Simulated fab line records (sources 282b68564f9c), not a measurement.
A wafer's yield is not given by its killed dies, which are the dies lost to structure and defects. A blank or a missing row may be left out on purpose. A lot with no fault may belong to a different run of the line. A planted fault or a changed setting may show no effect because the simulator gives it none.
Which of the tools did it? :: flow rit_cmos :: 14 lots with 42 wafers sampled at 6 steps, on a route of 202 steps

== WHAT THE GAUGES READ, wafer by wafer ==
RIT_NWELL_OVL_MEAS_06. Usual: NWELL_OVL gives 0.4 nm (standard deviation 1.4).
lot: L764
measured: day 1 23:15
on: overlay-02
NWELL_OVL (nm): 0.9 -1.3 0.3
flag: 

lot: L768
measured: day 2 20:15
on: overlay-02
NWELL_OVL (nm): 1.7 1.4 -0.8
flag: 

lot: L771
measured: day 3 08:35
on: overlay-01
NWELL_OVL (nm): -0.3 0.4 1.8
flag: 

lot: L772
measured: day 3 15:24
on: overlay-01
NWELL_OVL (nm): -2.8 0.3 -2.1
flag: 

lot: L773
measured: day 3 20:03
on: overlay-02
NWELL_OVL (nm): 2.4 1.4 0.7
flag: 

lot: L775
measured: day 4 04:43
on: overlay-01
NWELL_OVL (nm): 0.4 1.4 1.5
flag: 

lot: L777
measured: day 4 14:50
on: overlay-01
NWELL_OVL (nm): 2.3 2.2 -0.6
flag: 

lot: L779
measured: day 5 02:55
on: overlay-02
NWELL_OVL (nm): -0.4 0.1 -0.1
flag: 

lot: L780
measured: day 5 07:20
on: overlay-02
NWELL_OVL (nm): -1.4 -0.4 -0.2
flag: 

lot: L782
measured: day 5 17:02
on: overlay-01
NWELL_OVL (nm): -0.4 0.3 0.1
flag: 

lot: L783
measured: day 5 21:56
on: overlay-01
NWELL_OVL (nm): 0.9 1.4 2.7
flag: 

lot: L784
measured: day 6 03:04
on: overlay-02
NWELL_OVL (nm): -1.9 0.7 -0.4
flag: 

lot: L785
measured: day 6 06:10
on: overlay-02
NWELL_OVL (nm): 0.6 -1.0 -0.7
flag: 

lot: L786
measured: day 6 12:39
on: overlay-02
NWELL_OVL (nm): 1.3 -0.1 -0.6
flag: 

RIT_REOX_THK_MEAS_04. Usual: REOX_OXIDE_THK gives 24.9 nm (standard deviation 0.42).
lot: L764
measured: day 2 22:52
on: film_metro-01
REOX_OXIDE_THK (nm): 25.3 25.4 25.3
flag: 

lot: L768
measured: day 3 21:13
on: film_metro-01
REOX_OXIDE_THK (nm): 24.8 24.5 24.3
flag: 

lot: L771
measured: day 4 08:34
on: film_metro-04
REOX_OXIDE_THK (nm): 25.6 25.6 25.8
flag: 

lot: L772
measured: day 4 13:49
on: film_metro-01
REOX_OXIDE_THK (nm): 24.6 24.4 24.7
flag: 

lot: L773
measured: day 4 21:23
on: film_metro-02
REOX_OXIDE_THK (nm): 24.3 24.6 24.6
flag: 

lot: L775
measured: day 5 06:22
on: film_metro-01
REOX_OXIDE_THK (nm): 25.1 24.9 25.1
flag: 

lot: L777
measured: day 5 12:47
on: film_metro-01
REOX_OXIDE_THK (nm): 25.1 24.7 25.0
flag: 

lot: L779
measured: day 6 00:59
on: film_metro-01
REOX_OXIDE_THK (nm): 25.1 24.8 25.2
flag: 

lot: L780
measured: day 6 05:10
on: film_metro-01
REOX_OXIDE_THK (nm): 25.1 25.2 25.3
flag: 

lot: L782
measured: day 6 15:12
on: film_metro-04
REOX_OXIDE_THK (nm): 24.9 25.0 25.0
flag: 

lot: L783
measured: day 6 22:20
on: film_metro-04
REOX_OXIDE_THK (nm): 25.0 25.0 24.7
flag: 

lot: L784
measured: day 7 02:11
on: film_metro-01
REOX_OXIDE_THK (nm): 25.1 25.1 25.1
flag: 

lot: L785
measured: day 7 04:44
on: film_metro-01
REOX_OXIDE_THK (nm): 25.2 24.8 24.9
flag: 

lot: L786
measured: day 7 11:44
on: film_metro-02
REOX_OXIDE_THK (nm): 24.6 24.6 25.0
flag: 

RIT_PLDD_OVL_MEAS_06. Usual: PLDD_OVL gives -0.8 nm (standard deviation 1.5).
lot: L764
measured: day 3 01:31
on: overlay-02
PLDD_OVL (nm): -2.5 -3.6 -2.6
flag: 

lot: L768
measured: day 3 23:40
on: overlay-02
PLDD_OVL (nm): 0.0 0.0 1.3
flag: 

lot: L771
measured: day 4 11:08
on: overlay-01
PLDD_OVL (nm): - - -
flag: OFF

lot: L772
measured: day 4 16:28
on: overlay-01
PLDD_OVL (nm): - - -
flag: OFF

lot: L773
measured: day 4 23:50
on: overlay-01
PLDD_OVL (nm): -0.3 -1.3 0.0
flag: 

lot: L775
measured: day 5 08:51
on: overlay-01
PLDD_OVL (nm): -2.2 -4.3 -1.5
flag: 

lot: L777
measured: day 5 15:13
on: overlay-01
PLDD_OVL (nm): 0.1 -0.5 0.5
flag: 

lot: L779
measured: day 6 03:20
on: overlay-01
PLDD_OVL (nm): -1.6 -0.1 -3.1
flag: 

lot: L780
measured: day 6 07:34
on: overlay-02
PLDD_OVL (nm): 0.6 -0.5 0.2
flag: 

lot: L782
measured: day 6 17:56
on: overlay-01
PLDD_OVL (nm): 1.2 -0.1 0.6
flag: 

lot: L783
measured: day 7 00:47
on: overlay-01
PLDD_OVL (nm): -1.8 -0.9 -1.1
flag: 

lot: L784
measured: day 7 04:53
on: overlay-02
PLDD_OVL (nm): -2.2 -1.9 -1.9
flag: 

lot: L785
measured: day 7 07:24
on: overlay-01
PLDD_OVL (nm): -0.2 -0.5 -1.2
flag: 

lot: L786
measured: day 7 14:06
on: overlay-02
PLDD_OVL (nm): 0.1 0.4 1.1
flag: 

RIT_NSD_TW_MEAS_10. Usual: NSD_TW gives 3137 (standard deviation 13).
lot: L764
measured: day 3 07:34
on: film_metro-02
NSD_TW: 3113 3130 3150
flag: 

lot: L768
measured: day 4 04:07
on: film_metro-02
NSD_TW: 3122 3116 3117
flag: 

lot: L771
measured: day 4 16:08
on: film_metro-03
NSD_TW: 3327 3317 3307
flag: OFF

lot: L772
measured: day 4 20:53
on: film_metro-04
NSD_TW: 3324 3309 3314
flag: OFF

lot: L773
measured: day 5 04:25
on: film_metro-04
NSD_TW: 3117 3163 3135
flag: 

lot: L775
measured: day 5 13:34
on: film_metro-02
NSD_TW: 3144 3147 3149
flag: 

lot: L777
measured: day 5 19:46
on: film_metro-04
NSD_TW: 3113 3117 3117
flag: 

lot: L779
measured: day 6 07:53
on: film_metro-04
NSD_TW: 3143 3145 3159
flag: 

lot: L780
measured: day 6 13:50
on: film_metro-02
NSD_TW: 3152 3152 3150
flag: 

lot: L782
measured: day 6 22:30
on: film_metro-02
NSD_TW: 3144 3135 3139
flag: 

lot: L783
measured: day 7 05:22
on: film_metro-02
NSD_TW: 3130 3135 3133
flag: 

lot: L784
measured: day 7 09:33
on: film_metro-02
NSD_TW: 3124 3132 3127
flag: 

lot: L785
measured: day 7 12:01
on: film_metro-04
NSD_TW: 3149 3140 3136
flag: 

lot: L786
measured: day 7 18:39
on: film_metro-03
NSD_TW: 3130 3122 3122
flag: 

RIT_PSD_OVL_MEAS_06. Usual: PSD_OVL gives -0.9 nm (standard deviation 1.3).
lot: L764
measured: day 3 08:28
on: overlay-02
PSD_OVL (nm): 1.4 0.9 -2.2
flag: 

lot: L768
measured: day 4 05:09
on: overlay-02
PSD_OVL (nm): -2.2 -1.5 -2.9
flag: 

lot: L771
measured: day 4 17:10
on: overlay-01
PSD_OVL (nm): 1.4 -2.7 0.5
flag: 

lot: L772
measured: day 4 21:48
on: overlay-02
PSD_OVL (nm): -2.9 -2.4 -2.2
flag: 

lot: L773
measured: day 5 05:28
on: overlay-02
PSD_OVL (nm): -0.3 0.7 0.1
flag: 

lot: L775
measured: day 5 14:35
on: overlay-02
PSD_OVL (nm): -4.0 -2.5 -1.4
flag: 

lot: L777
measured: day 5 20:40
on: overlay-02
PSD_OVL (nm): -1.4 -1.7 0.6
flag: 

lot: L779
measured: day 6 08:48
on: overlay-01
PSD_OVL (nm): -1.5 -1.2 -2.3
flag: 

lot: L780
measured: day 6 14:52
on: overlay-02
PSD_OVL (nm): -3.9 -3.2 -3.2
flag: 

lot: L782
measured: day 6 23:33
on: overlay-01
PSD_OVL (nm): -1.1 -0.7 -0.3
flag: 

lot: L783
measured: day 7 06:16
on: overlay-01
PSD_OVL (nm): -2.8 -1.4 -1.0
flag: 

lot: L784
measured: day 7 10:35
on: overlay-02
PSD_OVL (nm): 1.0 -1.0 1.1
flag: 

lot: L785
measured: day 7 13:02
on: overlay-02
PSD_OVL (nm): 0.1 -0.3 -2.7
flag: 

lot: L786
measured: day 7 19:41
on: overlay-01
PSD_OVL (nm): -0.8 -0.1 -0.7
flag: 

== WHICH TOOL RAN EACH LOT (tool, then ch and the chambers of the sampled wafers, then the start) ==
lot: L764
RIT_PLDD_COAT_01: litho_track-01 ch 0, day 3 00:44

lot: L768
RIT_PLDD_COAT_01: litho_track-04 ch 0, day 3 22:51

lot: L771
RIT_PLDD_COAT_01: litho_track-01, day 4 10:13

lot: L772
RIT_PLDD_COAT_01: litho_track-04, day 4 15:38

lot: L773
RIT_PLDD_COAT_01: litho_track-04 ch 0, day 4 23:02

lot: L775
RIT_PLDD_COAT_01: litho_track-01 ch 0, day 5 08:00

lot: L777
RIT_PLDD_COAT_01: litho_track-02 ch 0, day 5 14:31

lot: L779
RIT_PLDD_COAT_01: litho_track-01 ch 0, day 6 02:40

lot: L780
RIT_PLDD_COAT_01: litho_track-01 ch 0, day 6 06:47

lot: L782
RIT_PLDD_COAT_01: litho_track-04 ch 0, day 6 17:01

lot: L783
RIT_PLDD_COAT_01: litho_track-04 ch 0, day 7 00:06

lot: L784
RIT_PLDD_COAT_01: litho_track-02 ch 0, day 7 03:55

lot: L785
RIT_PLDD_COAT_01: litho_track-02 ch 0, day 7 06:36

lot: L786
RIT_PLDD_COAT_01: litho_track-04 ch 0, day 7 13:24
- RIT_PLDD_COAT_01: resist thk 1000 nm.

== WHAT THE TOOLS THEMSELVES READ (means of the sampled wafers that have a number; where no wafer has one, the mark that the record gives instead) ==
RIT_PLDD_COAT_01. Usual: chill_plate_temp_C 23.02 C, standard deviation 0.092; dispense_pressure_kPa 50.1 kPa, standard deviation 2.9.
lot: L764
tool: litho_track-01
chill_plate_temp_C (C): 22.95
dispense_pressure_kPa (kPa): 54.3
flag: 

lot: L768
tool: litho_track-04
chill_plate_temp_C (C): 23.04
dispense_pressure_kPa (kPa): 47.8
flag: 

lot: L771
tool: litho_track-01
chill_plate_temp_C (C): -
dispense_pressure_kPa (kPa): -
flag: OFF

lot: L772
tool: litho_track-04
chill_plate_temp_C (C): -
dispense_pressure_kPa (kPa): -
flag: OFF

lot: L773
tool: litho_track-04
chill_plate_temp_C (C): 22.95
dispense_pressure_kPa (kPa): 47.8
flag: 

lot: L775
tool: litho_track-01
chill_plate_temp_C (C): 23.12
dispense_pressure_kPa (kPa): 54.2
flag: 

lot: L777
tool: litho_track-02
chill_plate_temp_C (C): 23.10
dispense_pressure_kPa (kPa): 48.1
flag: 

lot: L779
tool: litho_track-01
chill_plate_temp_C (C): 23.00
dispense_pressure_kPa (kPa): 54.2
flag: 

lot: L780
tool: litho_track-01
chill_plate_temp_C (C): 23.04
dispense_pressure_kPa (kPa): 54.2
flag: 

lot: L782
tool: litho_track-04
chill_plate_temp_C (C): 22.93
dispense_pressure_kPa (kPa): 47.9
flag: 

lot: L783
tool: litho_track-04
chill_plate_temp_C (C): 23.07
dispense_pressure_kPa (kPa): 47.9
flag: 

lot: L784
tool: litho_track-02
chill_plate_temp_C (C): 23.00
dispense_pressure_kPa (kPa): 48.2
flag: 

lot: L785
tool: litho_track-02
chill_plate_temp_C (C): 22.94
dispense_pressure_kPa (kPa): 48.2
flag: 

lot: L786
tool: litho_track-04
chill_plate_temp_C (C): 23.00
dispense_pressure_kPa (kPa): 47.8
flag: 

== THE ANSWER, worked out from the rows above alone ==
Rule: a lot is off if the mean of its wafers that have a number lies more than 3 standard deviations from the usual mean. Also off: a lot with no number at a reading for which 4 or more lots have one. The other lots that the step has rows for count as sound. First the gauges in route order, then the tools' own readings, where a lot's mean is used as printed above. The first step at which some lot is off is used, and at that step the reading that is off furthest; a lot without a number counts as furthest.
Off: L771, L772, seen at RIT_PLDD_OVL_MEAS_06 (PLDD_OVL). Without a number there: L771, L772.
A tool fits if, at a process step before that reading, it ran every lot that is off, and no sound lot after the first of them. Not tried: the gauges at RIT_PLDD_OVL_MEAS_06; whatever is off there is also off at RIT_NSD_TW_MEAS_10, on other tools, and gauge error can't account for it. Not one of the candidates tried fits.

== WHAT THE SIMULATOR HAD PUT IN ==
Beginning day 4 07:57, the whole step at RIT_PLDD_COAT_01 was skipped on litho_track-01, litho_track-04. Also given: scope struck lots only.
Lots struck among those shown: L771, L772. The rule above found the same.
